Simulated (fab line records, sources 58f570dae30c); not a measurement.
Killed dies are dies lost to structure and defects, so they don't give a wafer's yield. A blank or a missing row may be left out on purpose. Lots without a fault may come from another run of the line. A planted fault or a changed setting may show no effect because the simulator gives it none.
Split-lot experiment | flow berkeley_cmos170 | 5 lots, 23 wafers read, on a route of 331 steps

THE SPLIT
At UCB170_GATE_COAT_07 (resist thk 900 nm), the setting spin_rpm was moved away from the recipe's 1500 rpm on 8 of the 23 wafers read, by -3.7% to +3.9%. The other wafers ran this setting at the recipe's value.

FROM THE SPLIT TO THE READING: what the file shows between them, 3 steps
- UCB170_GATE_SOFTBAKE_08: time 60 s
- UCB170_GATE_EXPOSE_09: exposes mask POLY, target cd 350 nm
- UCB170_GATE_ETCH_14: etches BARC in N2/H2

THE READING
KrF_of_GATE_COAT_07.thk_nm (the simulator's own value, which no gauge read), in nm, at UCB170_GATE_ETCH_15 (etches poly-Si in HBr/Cl2, stops on SiO2, time 56.3 s, target depth 278.2 nm). The file gives no usual value for it. The 15 wafers here that ran the recipe average 777.1 nm, standard deviation 2.1 nm.

wafer  | tool, chamber at the split | spin_rpm as run, rpm | against the recipe | KrF_of_GATE_COAT_07.thk_nm, nm | against lot-mates on the recipe
L076.1 | litho_track-03, 0          | 1500                 | recipe             | 775.1                          | -
L076.2 | litho_track-03, 0          | 1500                 | recipe             | 779.4                          | -
L076.4 | litho_track-03, 0          | 1545                 | +3.0%              | 764.8                          | -12.5
L076.5 | litho_track-03, 0          | 1545                 | +3.0%              | 766.3                          | -11.0
L076.6 | litho_track-03, 0          | 1545                 | +3.0%              | 761                            | -16.2
L079.1 | litho_track-02, 0          | 1500                 | recipe             | 777.3                          | -
L079.4 | litho_track-02, 0          | 1500                 | recipe             | 776.6                          | -
L079.6 | litho_track-02, 0          | 1500                 | recipe             | 772.5                          | -
L078.1 | litho_track-01, 0          | 1445                 | -3.7%              | 793.6                          | +15.1
L078.2 | litho_track-01, 0          | 1445                 | -3.7%              | 797.5                          | +19.0
L078.3 | litho_track-01, 0          | 1500                 | recipe             | 777.9                          | -
L078.5 | litho_track-01, 0          | 1500                 | recipe             | 779                            | -
L078.6 | litho_track-01, 0          | 1445                 | -3.7%              | 798.3                          | +19.8
L082.2 | litho_track-03, 0          | 1500                 | recipe             | 779.7                          | -
L082.3 | litho_track-03, 0          | 1500                 | recipe             | 778                            | -
L082.4 | litho_track-03, 0          | 1500                 | recipe             | 775.1                          | -
L082.5 | litho_track-03, 0          | 1500                 | recipe             | 777.2                          | -
L082.6 | litho_track-03, 0          | 1500                 | recipe             | 779.8                          | -
L084.1 | litho_track-02, 0          | 1500                 | recipe             | 775.7                          | -
L084.2 | litho_track-02, 0          | 1559                 | +3.9%              | 756.7                          | -19.8
L084.3 | litho_track-02, 0          | 1500                 | recipe             | 779.1                          | -
L084.4 | litho_track-02, 0          | 1500                 | recipe             | 774.8                          | -
L084.5 | litho_track-02, 0          | 1559                 | +3.9%              | 757.9                          | -18.6

THE FIT
A straight line over all 23 wafers: KrF_of_GATE_COAT_07.thk_nm changes by -4.97 nm for each +1% of spin_rpm; r = -0.98; the points scatter about the line by 2.2 nm.
The same after taking each lot's own level away (the mean of its wafers on the recipe; 23 wafers): -4.78 nm for each +1%; r = -0.98; scatter 2 nm.
On that fit, the largest move of spin_rpm shifts the reading by 19 nm.
The lots' own levels span 775.47 to 778.45 nm, that is 1.4 times the standard deviation above.
So the lot-to-lot level changes the slope little: the two slopes agree.
Check: with one of the wafers moved furthest among these (+3.9%) left out of the fit, the line predicts -18.3 nm for it against its lot-mates. It came out at -19.8 nm against them.

THE WHOLE CHAIN: every reading that the file lists as answering this split, in the file's order
step                | what it does                                                                 | reading                                                                     | change (the file's fit)              | r (the file's)
UCB170_GATE_COAT_07 | resist thk 900 nm                                                            | KrF_of_GATE_COAT_07.thk_nm (the simulator's own value, which no gauge read) | -4.73 nm for each +1% of the setting | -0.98
UCB170_GATE_ETCH_15 | etches poly-Si in HBr/Cl2, stops on SiO2, time 56.3 s, target depth 278.2 nm | KrF_of_GATE_COAT_07.thk_nm (the simulator's own value, which no gauge read) | -4.79 nm for each +1% of the setting | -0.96

THE FILE'S OWN FIT
KrF_of_GATE_COAT_07.thk_nm changes by -4.79 nm for each +1% of spin_rpm, r = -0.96.
